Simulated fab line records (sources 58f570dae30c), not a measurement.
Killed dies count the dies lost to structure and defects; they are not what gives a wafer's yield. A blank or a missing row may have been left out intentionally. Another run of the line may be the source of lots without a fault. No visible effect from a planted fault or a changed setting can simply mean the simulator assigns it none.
fab line records + flow berkeley-cmos170
record
- lots=5
- wafers=23
route steps=331 shown M3@314
start-h: hours from the record's first day to the start of the lot's first wafer shown + wait-h: hours since the lot's step before + " unchanged from the row above + L1.1+2: a row that stands for several wafers + - either no value or no given start + * or withheld: withheld + < > ~ a bound
route shown NAME@n: a module of which the file shows steps, and the number in the route of the first + usual: mean and standard deviation over wafers with no fault + same: alike in all rows + chamber/n: place in a boat + sites: each site's reading + _std_site: the standard deviation of these + _edge_site: inner sites' mean taken away from outer sites' mean + radius-mm: for every site, how far away it sits from the centre of the wafer + mask NAME#n: copy n + behind: the tool/chamber that last shaped the wafer + hold: the reason the lot was held/the length of the hold in hours/how it ended + device: the n, p or np transistor that did not switch + end of line: the tests these same wafers got at the end of their route + where a step has no rows: the recipe by itself + killed: dies lost to structure and defects at the first sort, not the wafer's yield + map: a wafer's dies, x killed, . not, _ none there
set.NAME: the setting as run; set.NAME@STEP: as run at that earlier step + model.NAME: the simulator's own value behind a step, which no gauge read
lots run with intentionally changed settings; tables by step, rows by wafer
## steps
# step UCB170_M3_COAT_05
# recipe
- resist=KrF
- spin-rpm=1500
- resist-thk-nm=900
| lot.wafer | tool           | chamber | start-h | wait-h | set.spin-rpm | model.KrF_of_M3_COAT_05.thk-nm |
|-----------|----------------|---------|---------|--------|--------------|--------------------------------|
| L074.1    | litho-track-01 | 0       | 197.37  | 0.1    | 1547         | 885.8                          |
| L074.2    | "              | 0       | "       | "      | 1500         | 899.5                          |
| L074.4    | "              | 0       | "       | "      | 1500         | 900.6                          |
| L074.5    | "              | 0       | "       | "      | 1500         | 901.5                          |
| L074.6    | "              | 0       | "       | "      | 1547         | 888.8                          |
| L075.1    | litho-track-02 | 0       | 207.89  | 0.1    | 1500         | 897.5                          |
| L075.2    | "              | 0       | "       | "      | 1431         | 916.3                          |
| L075.4    | "              | 0       | "       | "      | 1500         | 895.6                          |
| L075.5    | "              | 0       | "       | "      | 1500         | 899.4                          |
| L075.6    | "              | 0       | "       | "      | 1431         | 920.3                          |
| L079.2    | litho-track-04 | 0       | 224.33  | 0.1    | 1500         | 901.2                          |
| L079.4    | "              | 0       | "       | "      | 1500         | 900.3                          |
| L079.5    | "              | 0       | "       | "      | 1500         | 902.2                          |
| L078.1    | litho-track-02 | 0       | 225.50  | 0.1    | 1500         | 900.3                          |
| L078.3    | "              | 0       | "       | "      | 1500         | 897.5                          |
| L078.4    | "              | 0       | "       | "      | 1500         | 901                            |
| L078.5+6  | "              | 0       | "       | "      | 1500         | 899.1                          |
| L083.2    | litho-track-04 | 0       | 233.06  | 0.1    | 1608         | 868.4                          |
| L083.3    | "              | 0       | "       | "      | 1500         | 899.3                          |
| L083.4    | "              | 0       | "       | "      | 1500         | 901.9                          |
| L083.5    | "              | 0       | "       | "      | 1608         | 867.6                          |
| L083.6    | "              | 0       | "       | "      | 1608         | 868.6                          |
# step UCB170_M3_SOFTBAKE_06
# recipe
- resist=KrF
- temp-c=130
- time-s=60
# step UCB170_M3_STRIP_07
# recipe
- chemistry=O2
- power-w=400
- pressure-mtorr=3500
- platen-temp-c=withheld
- o2-flow-sccm=400
- overash-fraction=0.5
# usual
- strip-time-to-endpoint-s=21.96/0.06
| lot.wafer | tool            | chamber | start-h | wait-h | set.spin-rpm@M3_COAT_05 | strip-time-to-endpoint-s |
|-----------|-----------------|---------|---------|--------|-------------------------|--------------------------|
| L074.1    | plasma-asher-02 | 1       | 197.67  | 0.1    | 1547                    | 21.63                    |
| L074.2    | "               | 0       | "       | "      | 1500                    | 21.96                    |
| L074.4    | "               | 1       | "       | "      | 1500                    | 21.98                    |
| L074.5    | "               | 0       | "       | "      | 1500                    | 22.01                    |
| L074.6    | "               | 1       | "       | "      | 1547                    | 21.69                    |
| L075.1    | plasma-asher-01 | 1       | 208.19  | 0.1    | 1500                    | 21.91                    |
| L075.2    | "               | 0       | "       | "      | 1431                    | 22.34                    |
| L075.4    | "               | 1       | "       | "      | 1500                    | 21.87                    |
| L075.5    | "               | 0       | "       | "      | 1500                    | 21.96                    |
| L075.6    | "               | 1       | "       | "      | 1431                    | 22.46                    |
| L079.2    | plasma-asher-02 | 1       | 224.60  | 0.1    | 1500                    | 21.99                    |
| L079.4    | "               | 0       | "       | "      | 1500                    | 21.98                    |
| L079.5    | "               | 1       | "       | "      | 1500                    | 22.01                    |
| L078.1    | plasma-asher-04 | 0       | 225.80  | 0.1    | 1500                    | 21.97                    |
| L078.3    | "               | 0       | "       | "      | 1500                    | 21.91                    |
| L078.4    | "               | 1       | "       | "      | 1500                    | 22.00                    |
| L078.5    | "               | 1       | "       | "      | 1500                    | 21.95                    |
| L078.6    | "               | 0       | "       | "      | 1500                    | 21.94                    |
| L083.2    | plasma-asher-02 | 1       | 233.33  | 0.1    | 1608                    | 21.20                    |
| L083.3    | "               | 1       | "       | "      | 1500                    | 21.95                    |
| L083.4    | "               | 0       | "       | "      | 1500                    | 22.03                    |
| L083.5    | "               | 1       | "       | "      | 1608                    | 21.18                    |
| L083.6    | "               | 0       | "       | "      | 1608                    | 21.23                    |
## key
split
- step=UCB170_M3_COAT_05
- setting=spin-rpm
- stated=1500
- by=wafer
response
- step=UCB170_M3_COAT_05
- reading=model.KrF_of_M3_COAT_05.thk-nm
- change=-4.47
- per=1%
- r=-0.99
response
- step=UCB170_M3_STRIP_07
- reading=strip-time-to-endpoint-s
- change=*
- per=1%
- r=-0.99
